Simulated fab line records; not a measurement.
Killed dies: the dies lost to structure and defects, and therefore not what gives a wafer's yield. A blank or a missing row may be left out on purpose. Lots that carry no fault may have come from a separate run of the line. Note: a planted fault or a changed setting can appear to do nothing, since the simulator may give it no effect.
Which of the tools did it? ; flow berkeley-cmos170 ; 7 lots with 21 wafers sampled at 2 steps, on a route of 331 steps

== WHAT THE GAUGES SHOWED, per wafer ==
UCB170_PWELL_TW_MEAS_17.
lot;measured;on;PWELL_TW
L391;day 3 13:22;film-metro-01;381.3 380.5 382.8
L394;day 4 01:26;film-metro-01;469.0 467.4 466.5
L396;day 5 00:19;film-metro-03;468.9 466.8 469.4
L404;day 6 10:17;film-metro-04;379.7 379.5 379.9
L406;day 7 05:12;film-metro-04;382.3 381.2 380.9
L409;day 7 11:23;film-metro-03;378.5 379.9 378.7
L411;day 8 04:55;film-metro-04;380.9 378.0 377.6

== WHAT TOOL EACH LOT RAN ON (gives the tool, then ch and the chambers of the sampled wafers, and finally the start) ==
lot;UCB170_PWELL_IMPLANT_15
L391;implanter-04 ch 0, day 3 13:07
L394;implanter-04 ch 0, day 4 00:53
L396;implanter-04 ch 0, day 4 23:34
L404;implanter-04 ch 0, day 6 10:02
L406;implanter-02 ch 0, day 7 04:57
L409;implanter-02 ch 0, day 7 11:10
L411;implanter-04 ch 0, day 8 04:43
- UCB170_PWELL_IMPLANT_15

== THE ANSWER, worked out from the rows above alone ==
Rule: the lots themselves supply what counts as usual. Put in order of their means at a reading, lots are off if they are a third of the lots or fewer, leave a main group of 4 or more, and stand apart from it by a gap of 3 or more times the standard deviation of the main group's means; of several such gaps the widest counts. A main group whose means are all the same, to the digits that the tables above print for the reading, isn't used. Also off: a lot with no number at a reading for which 4 or more lots have one. All remaining lots with rows at the step are treated as sound.
Off: L394, L396, at UCB170_PWELL_TW_MEAS_17 (PWELL_TW). Main group: mean 380.1, sd 1.2.
If a tool, at a process step before that reading, ran all the lots that are off and no sound lot after the first of them, it fits. The gauges at UCB170_PWELL_TW_MEAS_17 are tried like those tools. Not one of the candidates tried fits.

== WHAT THE SIMULATOR PUT IN ==
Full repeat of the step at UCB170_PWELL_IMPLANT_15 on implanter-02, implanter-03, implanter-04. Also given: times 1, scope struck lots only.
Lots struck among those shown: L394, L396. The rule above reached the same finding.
